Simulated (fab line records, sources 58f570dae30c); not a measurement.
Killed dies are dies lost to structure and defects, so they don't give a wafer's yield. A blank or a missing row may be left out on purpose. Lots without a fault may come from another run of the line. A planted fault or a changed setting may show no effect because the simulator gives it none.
Which tool did it? | flow berkeley_cmos170 | 7 lots, 21 wafers sampled, at 1 step of a route of 331

WHAT THE GAUGES READ, wafer by wafer
UCB170_START_THK_MEAS_03.
lot  | measured    | on            | START_OXIDE_THK (nm)
L123 | day 2 12:10 | film_metro-02 | 20.1 19.8 20.1
L125 | day 2 21:41 | film_metro-03 | 19.6 19.5 20.0
L128 | day 3 12:02 | film_metro-03 | 20.1 20.2 19.8
L135 | day 4 23:07 | film_metro-02 | 19.8 19.6 19.7
L138 | day 5 14:08 | film_metro-02 | 20.7 20.2 20.4
L140 | day 5 22:40 | film_metro-03 | 19.8 19.7 19.8
L142 | day 6 12:00 | film_metro-02 | 20.1 19.9 20.1

WHICH TOOL RAN EACH LOT (tool, then ch and the chambers of the sampled wafers, then the start)
The record holds no process step before these readings.

THE ANSWER, worked out from the rows above alone
Rule: what is usual is taken from the lots themselves. Put in order of their means at a reading, lots are off if they are a third of the lots or fewer, leave a main group of 4 or more, and stand apart from it by a gap of 3 or more times the standard deviation of the main group's means; of several such gaps the widest counts. A main group whose means are all the same, to the digits that the tables above print for the reading, isn't used. A lot without any number at a reading at which 4 lots or more have one is off too. The other lots that the step has rows for count as sound.
No lot is off at any reading shown: from this, nothing can be told.

WHAT THE SIMULATOR HAD PUT IN
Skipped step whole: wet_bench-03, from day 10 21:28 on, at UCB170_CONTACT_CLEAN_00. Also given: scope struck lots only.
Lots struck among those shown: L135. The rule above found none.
